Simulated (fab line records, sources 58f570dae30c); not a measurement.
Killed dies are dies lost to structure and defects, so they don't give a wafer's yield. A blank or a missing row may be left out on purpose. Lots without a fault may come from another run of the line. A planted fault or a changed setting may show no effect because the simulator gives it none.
Which tool did it? | flow berkeley_cmos170 | 6 lots, 18 wafers sampled, at 1 step of a route of 331

WHAT THE GAUGES READ, wafer by wafer
UCB170_M2_CD_MEAS_15: target cd 700 nm.
lot  | measured     | on        | cd_nm (nm)
L694 | day 7 19:44  | cd_sem-01 | 701.9 701.1 701.9
L697 | day 8 08:42  | cd_sem-02 | 698.1 699.0 699.6
L702 | day 9 10:55  | cd_sem-01 | 701.3 700.6 701.5
L709 | day 10 11:13 | cd_sem-02 | 700.0 698.5 698.6
L711 | day 11 07:25 | cd_sem-01 | 700.2 701.2 700.3
L714 | day 11 08:59 | cd_sem-02 | 697.8 699.8 697.7

WHICH TOOL RAN EACH LOT (tool, then ch and the chambers of the sampled wafers, then the start)
The record holds no process step before these readings.

THE ANSWER, worked out from the rows above alone
Rule: what is usual is taken from the lots themselves. Put in order of their means at a reading, lots are off if they are a third of the lots or fewer, leave a main group of 4 or more, and stand apart from it by a gap of 3 or more times the standard deviation of the main group's means; of several such gaps the widest counts. A main group whose means are all the same, to the digits that the tables above print for the reading, isn't used. A lot without any number at a reading at which 4 lots or more have one is off too. The other lots that the step has rows for count as sound.
No lot is off at any reading shown: from this, nothing can be told.

WHAT THE SIMULATOR HAD PUT IN
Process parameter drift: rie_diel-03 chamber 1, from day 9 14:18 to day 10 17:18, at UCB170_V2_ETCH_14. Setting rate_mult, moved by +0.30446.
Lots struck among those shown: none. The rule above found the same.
